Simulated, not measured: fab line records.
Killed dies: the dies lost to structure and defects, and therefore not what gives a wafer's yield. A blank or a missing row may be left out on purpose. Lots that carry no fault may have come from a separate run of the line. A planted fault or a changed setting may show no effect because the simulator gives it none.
Split-lot experiment | flow rit cmos | 23 wafers read from 5 lots, route of 202 steps

== ABOUT THE SPLIT ==
At RIT_M1_SPUTTER_00 (material Al, target thk 400 nm, time 500 s), the setting power w was moved away from the recipe's 2000 W on 10 of the 23 wafers read, by -6.6% to -3.6%. This setting was run at the recipe's value on the other wafers.

== FROM SPLIT TO READING: 1 step shown by the file between the two ==
- RIT_M1_RS_MEAS_01: measures by four-point-probe

== THE READING ==
M1_AL_THK, in nm, at RIT_M1_THK_MEAS_02 (measures by xrf). A value of 406 nm with a standard deviation of 3.3 nm is what fault-free wafers of this fab line usually give.

wafer  | tool, chamber at the split | power w as run, W | against the recipe | M1_AL_THK, nm | against lot-mates on the recipe
L075.1 | pvd sputter-03, -          | 1927              | -3.6%              | 389           | -18
L075.3 | pvd sputter-03, -          | 2000              | recipe             | 411           | -
L075.4 | pvd sputter-03, -          | 2000              | recipe             | 404           | -
L075.5 | pvd sputter-03, -          | 1927              | -3.6%              | 386           | -22
L075.6 | pvd sputter-03, -          | 1927              | -3.6%              | 393           | -14
L079.2 | pvd sputter-01, -          | 1922              | -3.9%              | 394           | -12
L079.3 | pvd sputter-01, -          | 1922              | -3.9%              | 396           | -10
L079.4 | pvd sputter-01, -          | 2000              | recipe             | 403           | -
L079.5 | pvd sputter-01, -          | 1922              | -3.9%              | 384           | -22
L079.6 | pvd sputter-01, -          | 2000              | recipe             | 409           | -
L080.1 | pvd sputter-02, -          | 2000              | recipe             | 407           | -
L080.2 | pvd sputter-02, -          | 2000              | recipe             | 408           | -
L080.3 | pvd sputter-02, -          | 1921              | -3.9%              | 392           | -16
L080.5 | pvd sputter-02, -          | 1921              | -3.9%              | 389           | -19
L080.6 | pvd sputter-02, -          | 2000              | recipe             | 409           | -
L082.1 | pvd sputter-02, -          | 2000              | recipe             | 406           | -
L082.2 | pvd sputter-02, -          | 2000              | recipe             | 404           | -
L082.4 | pvd sputter-02, -          | 2000              | recipe             | 399           | -
L082.5 | pvd sputter-02, -          | 1869              | -6.6%              | 377           | -26
L082.6 | pvd sputter-02, -          | 1869              | -6.6%              | 374           | -29
L084.2 | pvd sputter-02, -          | 2000              | recipe             | 408           | -
L084.4 | pvd sputter-02, -          | 2000              | recipe             | 404           | -
L084.6 | pvd sputter-02, -          | 2000              | recipe             | 404           | -

THE FIT
A straight line over all 23 wafers: M1_AL_THK changes by +4.34 nm for each +1% of power w; r = +0.94; the points scatter about the line by 3.6 nm.
The same after taking each lot's own level away (the mean of its wafers on the recipe; 23 wafers): +4.27 nm for each +1%; r = +0.95; scatter 3.3 nm.
On that fit, the largest move of power w shifts the reading by 28 nm.
Across the lots, their own levels run from 403.0 to 408.0 nm, a range of 1.5 times the standard deviation given above.
Consequently the slope shifts little with the lot-to-lot level, the two slopes agreeing.
Check: with one of the wafers moved furthest among these (-6.6%) left out of the fit, the line predicts -28.6 nm for it against its lot-mates. It came out at -26 nm against them.

== OTHER SPLITS ON THESE WAFERS ==
Other splits were also applied to these wafers ahead of the reading. Each is held against what the fit with the lots' levels taken away leaves over:
other split on the same wafers        | wafers away from the commonest value | r with M1_AL_THK (lot level and that fit taken away)
RIT_PSD_IMPLANT_08 energy kev         | 11                                   | -0.06
RIT_CONTACT_CVD_00 time s             | 9                                    | -0.10
RIT_CONTACT_DEVELOP_07 develop time s | 9                                    | +0.07

== THE WHOLE CHAIN: every reading that the file lists as answering this split, in the file's order ==
step                 | what it does                                                          | reading                                                                     | change (the file's fit)               | r (the file's)
RIT_M1_SPUTTER_00    | material Al, target thk 400 nm, time 500 s                            | Al_of_M1_SPUTTER_00.thk nm (the simulator's own value, which no gauge read) | +4.08 nm for each +1% of the setting  | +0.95
RIT_M1_RS_MEAS_01    | measures by four-point-probe                                          | M1_AL_RS                                                                    | -0.000819 for each +1% of the setting | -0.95
RIT_M1_THK_MEAS_02   | measures by xrf                                                       | M1_AL_THK                                                                   | +4.25 for each +1% of the setting     | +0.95
RIT_M1_METAL_ETCH_12 | etches Al in Cl2/BCl3, stops on SiO2, time 165 s, target depth 600 nm | M1.feature depth nm (the simulator's own value, which no gauge read)        | +4.02 nm for each +1% of the setting  | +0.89
RIT_M1_METAL_ETCH_12 | etches Al in Cl2/BCl3, stops on SiO2, time 165 s, target depth 600 nm | etch.depth nm (the simulator's own value, which no gauge read)              | +4.1 nm for each +1% of the setting   | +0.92

== FILE'S OWN FIT ==
M1_AL_THK changes by +4.25 nm for each +1% of power w, r = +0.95.
